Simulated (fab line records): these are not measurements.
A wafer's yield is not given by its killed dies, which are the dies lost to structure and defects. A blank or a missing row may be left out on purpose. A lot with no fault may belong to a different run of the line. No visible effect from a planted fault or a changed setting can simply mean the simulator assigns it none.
fab line records    flow rit_cmos
record: lots: 7  wafers: 21  last_day: 7
route steps=202 shown ACTIVE@8 FOX1@20 M1@202
lots that met no fault: from a run of the same line without faults
start_h: start of the lot's first displayed wafer, in hours after the record's first day    wait_h: hours since the lot's step before    " as in the row above    L1.1+2: a row that stands for several wafers    - no value, or no start given    * or withheld: withheld    < > ~ a bound
route shown NAME@n: a module of which the file shows steps, and the number in the route of the first    usual: the fault-free wafers' mean and standard deviation    same: alike in all rows    chamber/n: place in a boat    sites: the reading at each site    _std_site: the standard deviation of these    _edge_site: outer sites' mean less inner sites'    radius_mm: how far each site lies from the wafer's centre    mask NAME#n: copy n    behind: the tool/chamber that last shaped the wafer    hold: why the lot went on hold/how many hours it stayed there/how the hold came to an end    device: which transistor (n, p or np) failed to switch    end of line: at the end of the route, the tests of the same wafers    where a step has no rows: the recipe by itself    killed: not the wafer's yield, but the dies lost to structure and defects at the first sort    map: shows each die of a wafer: x if killed, . if not, _ if none is there
set.NAME: the setting the step ran with; set.NAME@STEP: the setting that earlier step ran with    model.NAME: the simulator's own value behind a step, which no gauge read
lots seen at some steps along the route; tables by step, rows by wafer
services: when a tool's chamber went out of use (start_h, in hours from the record's first day, below 0 if earlier), for how many hours, and the reason
== steps ==
step: RIT_ACTIVE_SOFTBAKE_07
recipe: resist: NOVOLAK  temp_c: 90  time_s: 60
step: RIT_ACTIVE_EXPOSE_08
recipe: mask_id: M1  na: 0.6  source_shape: conventional  sigma_outer: 0.6  target_cd_nm: 1400  dose_mj: 225
step: RIT_ACTIVE_PEB_09
recipe: resist: NOVOLAK  temp_c: withheld  time_s: withheld
step: RIT_ACTIVE_DEVELOP_10
recipe: resist: NOVOLAK  develop_time_s: 50  dev_temp_c: 23
step: RIT_ACTIVE_CD_MEAS_11
recipe: target_cd_nm: 1400
usual: cd_nm: 1400.1/2.4
lot.wafer  tool       chamber  start_h  wait_h  cd_nm
L894.1     cd_sem-01  -        15.27    -       1398.6
L894.2     "          -        "        "       1397.0
L894.5     "          -        "        "       1396.9
L898.2     cd_sem-02  -        34.51    -       1398.6
L898.3     "          -        "        "       1398.8
L898.4     "          -        "        "       1397.8
L899.3     cd_sem-01  -        39.48    -       1400.1
L899.5     "          -        "        "       1397.6
L899.6     "          -        "        "       1399.5
L900.1     cd_sem-01  -        44.56    -       1399.4
L900.3     "          -        "        "       1399.9
L900.5     "          -        "        "       1397.6
L902.1     cd_sem-02  -        54.56    -       1401.3
L902.2     "          -        "        "       1402.3
L902.6     "          -        "        "       1401.1
L910.1     cd_sem-01  -        95.00    -       1403.2
L910.3     "          -        "        "       1402.7
L910.5     "          -        "        "       1401.9
L915.2     cd_sem-02  -        120.42   -       1400.0
L915.4     "          -        "        "       1399.6
L915.6     "          -        "        "       1400.0
step: RIT_ACTIVE_HARDBAKE_12
recipe: resist: NOVOLAK  temp_c: 140  time_s: 60
step: RIT_ACTIVE_ETCH_13
recipe: stop_on: SiO2  chemistry: SF6  target: Si3N4  time_s: 210  over_etch_frac: 0.4  SF6_flow_sccm: 200  pressure_mtorr: 260  rf_w: 125  target_depth_a: 2100
usual: drypump_motor_current_A: 5.9/0.45  oes_product_au: 0.824/0.016  rf_fwd_power_W: 124.6/0.41  throttle_valve_pct: 7.47/0.1
same: time_s: 210
lot.wafer  tool         chamber  start_h  wait_h  drypump_motor_current_A  oes_product_au  rf_fwd_power_W  rf_hours_counter_h  throttle_valve_pct
L894.1     rie_diel-01  2        15.54    0.1     5.7                      0.834           124.0           155                 7.35
L894.2     "            1        "        "       6.4                      0.824           124.5           150                 7.38
L894.5     "            2        "        "       5.7                      0.827           125.5           -                   7.37
L898.2     rie_diel-01  0        34.76    0.1     5.4                      0.802           124.4           0                   7.36
L898.3     "            1        "        "       6.4                      0.817           125.3           151                 7.38
L898.4     "            3        "        "       5.5                      0.809           124.5           1                   7.41
L899.3     rie_diel-02  2        39.94    0.1     5.3                      0.830           124.5           83                  7.67
L899.5     "            2        "        "       5.3                      0.824           124.6           -                   7.68
L899.6     "            1        "        "       6.1                      0.834           125.0           -                   7.37
L900.1     rie_diel-02  0        44.83    0.1     5.6                      0.821           125.3           81                  7.52
L900.3     "            3        "        "       6.1                      0.844           124.4           105                 7.59
L900.5     "            2        "        "       5.3                      0.822           124.9           -                   7.68
L902.1     rie_diel-04  2        54.83    0.1     6.6                      0.832           124.6           30                  7.41
L902.2     "            0        "        "       5.8                      0.813           124.8           160                 7.54
L902.6     "            2        "        "       6.6                      0.826           124.9           -                   7.42
L910.1     rie_diel-01  2        95.27    0.1     5.7                      0.821           124.6           157                 7.37
L910.3     "            3        "        "       5.5                      0.808           124.7           2                   7.42
L910.5     "            0        "        "       5.4                      0.799           125.2           -                   7.38
L915.2     rie_diel-02  1        120.67   0.1     6.1                      0.847           124.2           152                 7.40
L915.4     "            0        "        "       5.6                      0.813           124.3           82                  7.52
L915.6     "            1        "        "       6.1                      0.842           124.5           -                   7.38
step: RIT_ACTIVE_STRIP_14
recipe: chemistry: O2  time_s: 180  resist: NOVOLAK  platen_temp_c: withheld  power_w: 500  pressure_mtorr: 4000  o2_flow_sccm: 4000
usual: drypump_motor_current_A: 5.76/0.26  o2_flow_sccm: 3999/12
same: time_s: 180
lot.wafer  tool             chamber  start_h  wait_h  drypump_motor_current_A  o2_flow_sccm  rf_hours_counter_h
L894.1     plasma_asher-04  1        15.68    0.1     5.64                     3992          36
L894.2     "                0        "        "       5.43                     3991          36
L894.5     "                0        "        "       5.45                     4002          -
L898.2     plasma_asher-01  1        34.90    0.1     5.57                     3984          38
L898.3     "                1        "        "       5.53                     3991          -
L898.4     "                0        "        "       6.03                     4000          -
L899.3     plasma_asher-02  0        40.13    0.1     6.13                     4003          -
L899.5     "                0        "        "       6.14                     3996          -
L899.6     "                1        "        "       5.90                     3985          -
L900.1     plasma_asher-01  0        44.97    0.1     6.03                     4016          38
L900.3     "                1        "        "       5.55                     4019          -
L900.5     "                0        "        "       6.04                     4013          -
L902.1     plasma_asher-04  0        54.97    0.1     5.45                     3996          40
L902.2     "                1        "        "       5.64                     4001          40
L902.6     "                0        "        "       5.43                     4016          -
L910.1     plasma_asher-02  1        95.40    0.1     5.90                     4001          46
L910.3     "                0        "        "       6.16                     4008          -
L910.5     "                1        "        "       5.91                     3987          -
L915.2     plasma_asher-01  1        120.80   0.1     5.59                     4009          0
L915.4     "                0        "        "       6.03                     3990          -
L915.6     "                0        "        "       6.02                     3981          -
step: RIT_ACTIVE_CD_MEAS_90
recipe: target_cd_nm: 1400
usual: cd_nm: 1400.1/2.4
lot.wafer  tool       chamber  start_h  wait_h  cd_nm
L894.1     cd_sem-02  -        15.85    0.1     1397.9
L894.2     "          -        "        "       1397.5
L894.5     "          -        "        "       1397.2
L898.2     cd_sem-02  -        35.09    0.1     1398.6
L898.3     "          -        "        "       1399.3
L898.4     "          -        "        "       1398.1
L899.3     cd_sem-02  -        40.29    0.1     1400.4
L899.5     "          -        "        "       1397.6
L899.6     "          -        "        "       1399.4
L900.1     cd_sem-02  -        45.14    0.1     1399.7
L900.3     "          -        "        "       1399.9
L900.5     "          -        "        "       1397.3
L902.1     cd_sem-02  -        55.14    0.1     1401.0
L902.2     "          -        "        "       1402.0
L902.6     "          -        "        "       1401.2
L910.1     cd_sem-02  -        95.58    0.1     1403.3
L910.3     "          -        "        "       1402.5
L910.5     "          -        "        "       1402.0
L915.2     cd_sem-02  -        121.00   0.1     1399.9
L915.4     "          -        "        "       1399.3
L915.6     "          -        "        "       1399.9
step: RIT_ACTIVE_CLEAN_15
recipe: chemistry: SC1  mix: 3:3:50  time_s: 600  temp_c: 75
step: RIT_ACTIVE_CLEAN_16
recipe: chemistry: dHF  dilution: 50:1  time_s: 30
step: RIT_ACTIVE_CLEAN_17
recipe: chemistry: SC2  mix: 3:3:50  time_s: 600  temp_c: 75  dry: n2_spin
step: RIT_FOX1_OXIDATION_00
recipe: temp_c: 1100  ambient: H2O  target_thk_a: 3507  p_h2o_torr: 720  ox_time_s: 1130
usual: spike_tc_centre_C: 1101.5/1.1  spike_tc_load_C: 1129.1/1.9  spike_tc_source_C: 1126.2/2.4  tube_center_temp_C: 1100/0.1  tube_center_temp_C_max: 1102.7/0.44  zone_power_centre_pct: 50.3/2.9  zone_power_load_pct: 43.2/1
lot.wafer  tool        chamber  start_h  wait_h  spike_tc_centre_C  spike_tc_load_C  spike_tc_source_C  tube_center_temp_C  tube_center_temp_C_max  zone_power_centre_pct  zone_power_load_pct  model.SiO2_of_FOX1_OXIDATION_00.thk_nm
L894.1     furnace-03  0        18.20    1.9     1103.3             1130.7           1129.6             1100.1              1102.7                  54.5                   43.6                 343.5
L894.2     "           0        "        "       1101.4             1131.9           1130.0             1100.1              1103.0                  55.1                   43.1                 340.3
L894.5     "           0        "        "       1101.9             1130.7           1128.7             1100.1              1103.1                  54.6                   43.0                 343.4
L898.2     furnace-04  0        36.06    0.4     1102.2             1126.4           1123.9             1100.2              1102.4                  48.4                   42.4                 353.5
L898.3     "           0        "        "       1100.4             1127.0           1124.6             1099.9              1102.5                  47.6                   42.4                 359.5
L898.4     "           0        "        "       1102.2             1129.1           1121.4             1100                1102.6                  47.6                   42.4                 354.6
L899.3     furnace-04  0        42.05    1.3     1060.8             1085.0           1085.0             1060.1              1064.1                  46.4                   39.1                 280
L899.5     "           0        "        "       1061.3             1086.3           1083.4             1060.1              1062.9                  46.1                   38.3                 273.5
L899.6     "           0        "        "       1060.8             1085.2           1084.1             1060.1              1062.3                  46.3                   38.4                 275.4
L900.1     furnace-04  0        45.76    0.1     1061.1             1087.2           1084.5             1060                1062.9                  45.6                   38.8                 275.8
L900.3     "           0        "        "       1061.0             1088.3           1082.6             1059.9              1062.2                  46.3                   38.4                 278.2
L900.5     "           0        "        "       1061.5             1086.7           1083.0             1060                1062.4                  45.2                   38.8                 280.5
L902.1     furnace-04  0        58.96    3.3     1059.3             1087.4           1082.3             1060                1062.5                  46.2                   38.9                 281.9
L902.2     "           0        "        "       1063.0             1088.0           1084.0             1060.1              1063.2                  45.8                   38.7                 276.5
L902.6     "           0        "        "       1058.8             1085.1           1083.9             1060.1              1062.7                  45.8                   38.6                 277.2
L910.1     furnace-01  0        96.06    0.0     1102.3             1128.2           1128.0             1100                1103.1                  49.1                   44.2                 344
L910.3     "           0        "        "       1101.6             1129.4           1128.7             1100.1              1103.0                  49.3                   44.9                 341
L910.5     "           0        "        "       1099.6             1129.1           1129.2             1099.9              1102.7                  49.4                   44.8                 343.5
L915.2     furnace-03  0        122.13   0.6     1102.8             1131.7           1126.2             1100                1102.8                  53.6                   42.7                 341.6
L915.4     "           0        "        "       1101.0             1129.0           1129.6             1099.9              1102.6                  53.6                   43.0                 345.2
L915.6     "           0        "        "       1101.6             1131.8           1128.4             1100.2              1103.1                  54.8                   43.2                 353
step: RIT_FOX1_THK_MEAS_01
recipe: reads: SiO2_of_FOX1_OXIDATION_00
usual: FOX1_OXIDE_THK: 350/7.1
lot.wafer  tool           chamber  start_h  wait_h  FOX1_OXIDE_THK[nm]
L894.1     film_metro-01  -        19.51    0.0     344
L894.2     "              -        "        "       340
L894.5     "              -        "        "       343
L898.2     film_metro-01  -        37.38    0.0     354
L898.3     "              -        "        "       360
L898.4     "              -        "        "       355
L899.3     film_metro-01  -        43.39    0.0     280
L899.5     "              -        "        "       273
L899.6     "              -        "        "       276
L900.1     film_metro-04  -        47.07    0.0     276
L900.3     "              -        "        "       278
L900.5     "              -        "        "       281
L902.1     film_metro-04  -        60.28    0.0     282
L902.2     "              -        "        "       276
L902.6     "              -        "        "       277
L910.1     film_metro-01  -        97.38    0.0     344
L910.3     "              -        "        "       341
L910.5     "              -        "        "       344
L915.2     film_metro-03  -        123.45   0.0     341
L915.4     "              -        "        "       345
L915.6     "              -        "        "       353
step: RIT_FOX1_WET_ETCH_02
recipe: chemistry: BOE  target_depth_nm: 350  time_s: 390  temp_c: 21.5  dry: n2_spin  dilution: 10:1  target: SiO2
step: RIT_M1_PROBE_99
usual: killed_at_M0_to_M3: 0.0/0.12  killed_at_contacts: 0.1/0.32  killed_at_front_end: 6/3.1  killed_dies: 7/3.2  killed_open: 3.1/1.9  killed_short: 3.5/2.2
same: gross_dies: 264  killed_at_M4_up: 0  killed_at_back_side: 0  killed_at_other: 0
lot.wafer  tool       chamber  start_h  wait_h  killed_at_M0_to_M3  killed_at_contacts  killed_at_front_end  killed_dies  killed_open  killed_short  model.etest.pplus_sal.width_nm  model.etest.nplus_sal.width_nm  model.etest.nldd.width_nm  model.etest.pldd.width_nm  model.etest.nmos_narrow.drive_ua_um  model.etest.pmos_narrow.drive_ua_um  model.etest.pplus_sal.line_ohm_um  model.etest.nplus_sal.line_ohm_um
L894.1     prober-01  -        61.62    0.1     0                   1                   5                    6            4            2             3430                            3435                            3185                       3192                       222.5                                100.3                                1.262                              1.25
L894.2     prober-01  -        61.67    0.1     0                   0                   13                   13           8            5             3458                            3459                            3185                       3195                       229.2                                104.4                                1.261                              1.272
L894.5     prober-01  -        61.82    0.2     0                   0                   4                    4            2            2             3451                            3434                            3182                       3194                       222.1                                99.92                                1.25                               1.242
L898.2     prober-02  -        89.68    0.1     0                   0                   5                    5            3            2             3446                            3424                            3187                       3183                       233.7                                106.1                                1.259                              1.226
L898.3     prober-02  -        89.73    0.2     0                   0                   7                    7            3            4             3430                            3420                            3172                       3169                       229.1                                103.8                                1.27                               1.247
L898.4     prober-02  -        89.78    0.2     0                   1                   9                    10           7            3             3454                            3440                            3184                       3198                       231.6                                105.5                                1.25                               1.255
L899.3     prober-01  -        94.66    0.2     0                   0                   12                   12           2            10            3532                            3510                            3214                       3220                       235.5                                108.4                                1.216                              1.218
L899.5     prober-01  -        94.76    0.2     0                   1                   5                    6            2            4             3518                            3519                            3238                       3231                       236.3                                108.2                                1.22                               1.206
L899.6     prober-01  -        94.81    0.2     0                   0                   7                    7            2            5             3534                            3526                            3239                       3247                       241.2                                112.5                                1.228                              1.228
L900.1     prober-02  -        96.06    0.1     0                   0                   8                    8            3            5             3525                            3530                            3248                       3243                       250                                  109.9                                1.221                              1.233
L900.3     prober-02  -        96.16    0.2     0                   0                   14                   14           8            6             3522                            3532                            3252                       3249                       245.5                                108.7                                1.228                              1.212
L900.5     prober-02  -        96.26    0.2     0                   0                   6                    6            1            5             3509                            3518                            3232                       3242                       242.3                                107.4                                1.223                              1.219
L902.1     prober-02  -        108.28   0.1     0                   0                   8                    8            4            4             3525                            3536                            3245                       3268                       244.2                                111.1                                1.212                              1.22
L902.2     prober-02  -        108.33   0.1     1                   0                   6                    7            2            5             3536                            3526                            3273                       3256                       241.4                                110.6                                1.231                              1.221
L902.6     prober-02  -        108.53   0.2     0                   0                   16                   16           8            8             3544                            3504                            3254                       3251                       242.9                                110                                  1.244                              1.23
L910.1     prober-02  -        142.25   0.1     0                   1                   2                    3            3            0             3463                            3458                            3178                       3198                       228.3                                102.5                                1.264                              1.273
L910.3     prober-02  -        142.35   0.2     0                   0                   5                    5            2            3             3482                            3469                            3196                       3192                       225.5                                101.7                                1.272                              1.242
L910.5     prober-02  -        142.45   0.2     0                   0                   13                   13           5            8             3456                            3466                            3190                       3182                       234.1                                107.2                                1.255                              1.246
L915.2     prober-02  -        174.33   0.1     0                   0                   12                   12           6            6             3447                            3459                            3198                       3190                       225.6                                100.4                                1.227                              1.248
L915.4     prober-02  -        174.43   0.2     0                   0                   4                    4            2            2             3469                            3455                            3213                       3189                       224.1                                100.3                                1.23                               1.239
L915.6     prober-02  -        174.53   0.2     0                   0                   5                    5            3            2             3463                            3442                            3190                       3184                       223                                  99.48                                1.244                              1.259
killed by level:class
L894.1 FOX1:geometric_particle:open=1 GATE:geometric_particle:open=1 REOX:geometric_particle:short=1 SPACER:geometric_particle:open=1 SILICIDE:geometric_particle:open=1 CONTACT:geometric_particle:short=1
L894.2 GATE:geometric_particle:open=6 GATE:geometric_particle:short=3 FOX1:geometric_particle:open=2 FOX1:geometric_particle:short=1 REOX:geometric_particle:short=1
L894.5 FOX1:geometric_particle:short=2 GATE:geometric_particle:open=1 REOX:geometric_particle:open=1
L898.2 SILICIDE:geometric_particle:open=2 GATE:geometric_particle:open=1 GATE:geometric_particle:short=1 SPACER:geometric_particle:short=1
L898.3 GATE:geometric_particle:short=2 FOX1:geometric_particle:open=1 GATE:geometric_particle:open=1 REOX:geometric_particle:short=1 SPACER:geometric_particle:open=1 SPACER:geometric_particle:short=1
L898.4 SPACER:geometric_particle:open=3 SILICIDE:geometric_particle:short=2 FOX1:geometric_particle:short=1 FOX2:geometric_particle:open=1 GATE:geometric_particle:open=1 SILICIDE:geometric_particle:open=1 CONTACT:geometric_particle:open=1
L899.3 REOX:geometric_particle:short=6 SPACER:geometric_particle:short=2 FOX2:geometric_particle:short=1 GATE:geometric_particle:short=1 GATE:geometric_particle:open=1 REOX:geometric_particle:open=1
L899.5 SILICIDE:geometric_particle:short=2 GATE:geometric_particle:open=1 GATE:geometric_particle:short=1 SPACER:geometric_particle:open=1 CONTACT:geometric_particle:short=1
L899.6 GATE:geometric_particle:short=2 REOX:geometric_particle:short=2 FOX2:geometric_particle:short=1 GATE:geometric_particle:open=1 REOX:geometric_particle:open=1
L900.1 REOX:geometric_particle:short=3 GATE:geometric_particle:open=2 FOX1:geometric_particle:short=1 SILICIDE:geometric_particle:open=1 SILICIDE:geometric_particle:short=1
L900.3 GATE:geometric_particle:open=4 FOX2:geometric_particle:open=2 GATE:geometric_particle:short=2 SILICIDE:geometric_particle:short=2 FOX1:geometric_particle:short=1 FOX1:geometric_particle:open=1 REOX:geometric_particle:short=1 SILICIDE:geometric_particle:open=1
L900.5 GATE:geometric_particle:short=2 SPACER:geometric_particle:short=2 FOX2:geometric_particle:short=1 REOX:geometric_particle:open=1
L902.1 SILICIDE:geometric_particle:open=3 SPACER:geometric_particle:short=2 GATE:geometric_particle:short=1 GATE:geometric_particle:open=1 REOX:geometric_particle:short=1
L902.2 GATE:geometric_particle:open=1 GATE:geometric_particle:short=1 REOX:geometric_particle:open=1 REOX:geometric_particle:short=1 SPACER:geometric_particle:short=1 SILICIDE:geometric_particle:short=1 M1:geometric_particle:short=1
L902.6 GATE:geometric_particle:open=4 GATE:geometric_particle:short=3 REOX:geometric_particle:open=3 REOX:geometric_particle:short=2 FOX1:geometric_particle:short=1 SILICIDE:geometric_particle:short=1 SPACER:geometric_particle:open=1 SPACER:geometric_particle:short=1
L910.1 GATE:geometric_particle:open=2 CONTACT:geometric_particle:open=1
L910.3 GATE:geometric_particle:open=2 GATE:geometric_particle:short=1 SPACER:geometric_particle:short=1 SILICIDE:geometric_particle:short=1
L910.5 GATE:geometric_particle:short=4 GATE:geometric_particle:open=3 FOX1:geometric_particle:short=1 FOX2:geometric_particle:open=1 FOX2:geometric_particle:short=1 REOX:geometric_particle:open=1 SPACER:geometric_particle:short=1 SILICIDE:geometric_particle:short=1
L915.2 REOX:geometric_particle:open=4 GATE:geometric_particle:open=2 GATE:geometric_particle:short=2 REOX:geometric_particle:short=2 FOX2:geometric_particle:short=1 SPACER:geometric_particle:short=1
L915.4 GATE:geometric_particle:short=2 GATE:geometric_particle:open=1 SILICIDE:geometric_particle:open=1
L915.6 SPACER:geometric_particle:open=2 GATE:geometric_particle:short=1 REOX:geometric_particle:open=1 SPACER:geometric_particle:short=1
== services ==
tool             chamber  start_h  hours  kind
rie_diel-01      0        4.14     -      clean
rie_diel-01      0        4.14     -      consumable_replace:esc
rie_diel-01      0        4.14     23.5   scheduled_down
rie_diel-01      0        4.14     23.5   vent_cycle
furnace-01       -        12.30    3.6    pm
furnace-03       -        21.02    3.6    pm
furnace-01       -        27.24    2.7    pm
plasma_asher-01  -        43.43    1.2    repair
rie_diel-04      3        46.71    8.7    repair
plasma_asher-04  -        49.04    2.8    pm
rie_diel-01      0        58.46    7.9    repair
rie_diel-01      0        80.34    5.4    repair
plasma_asher-04  -        85.90    2.0    repair
plasma_asher-04  -        89.52    2.1    repair
rie_diel-02      -        92.53    0.3    repair
rie_diel-02      2        95.01    11.4   repair
rie_diel-01      0        108.62   3.2    repair
plasma_asher-01  -        108.75   9.0    pm
plasma_asher-01  0        108.75   9.0    vent_cycle
plasma_asher-01  1        108.75   9.0    vent_cycle
rie_diel-01      2        111.84   -      clean
rie_diel-01      2        111.84   20.7   scheduled_down
rie_diel-01      2        111.84   20.7   vent_cycle
plasma_asher-01  0        117.75   -      clean
== key ==
first_sign: step: RIT_FOX1_OXIDATION_00  reading: tube_center_temp_C  direction: down  sigmas: 99+  usual: *  struck: *
effect: step: RIT_FOX1_OXIDATION_00  reading: tube_center_temp_C_max  direction: down  sigmas: 90  usual: *  struck: *
effect: step: RIT_FOX1_THK_MEAS_01  reading: FOX1_OXIDE_THK  direction: down  sigmas: 10  usual: 350  struck: 278
model_effect: step: RIT_FOX1_OXIDATION_00  value: SiO2_of_FOX1_OXIDATION_00.thk_nm  without: 348.3  struck: 277.7
model_effect: step: RIT_M1_PROBE_99  value: etest.pplus_sal.width_nm  without: 3452  struck: 3527
met_at RIT_FOX1_OXIDATION_00
struck_wafers L899.3,L899.5,L899.6,L900.1,L900.3,L900.5,L902.1,L902.2,L902.6
tester_left_out L899,L900,L902
onset_between 36.06 42.05
fault: kind: process_parameter_drift  tool: furnace-04  chamber: -  onset_h: 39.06  steps: RIT_FOX1_OXIDATION_00  channel: temp_c  offset: *  shape: step  end_h: 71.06  acts_in: *  stated: *
tester_left_out: of these lots the tester's yield and bins aren't shown, on N5 and GAA mostly nor the transistor test; their killed dies are dies lost to structure and defects alone, not to doping, threshold or leakage, so they don't give the yield
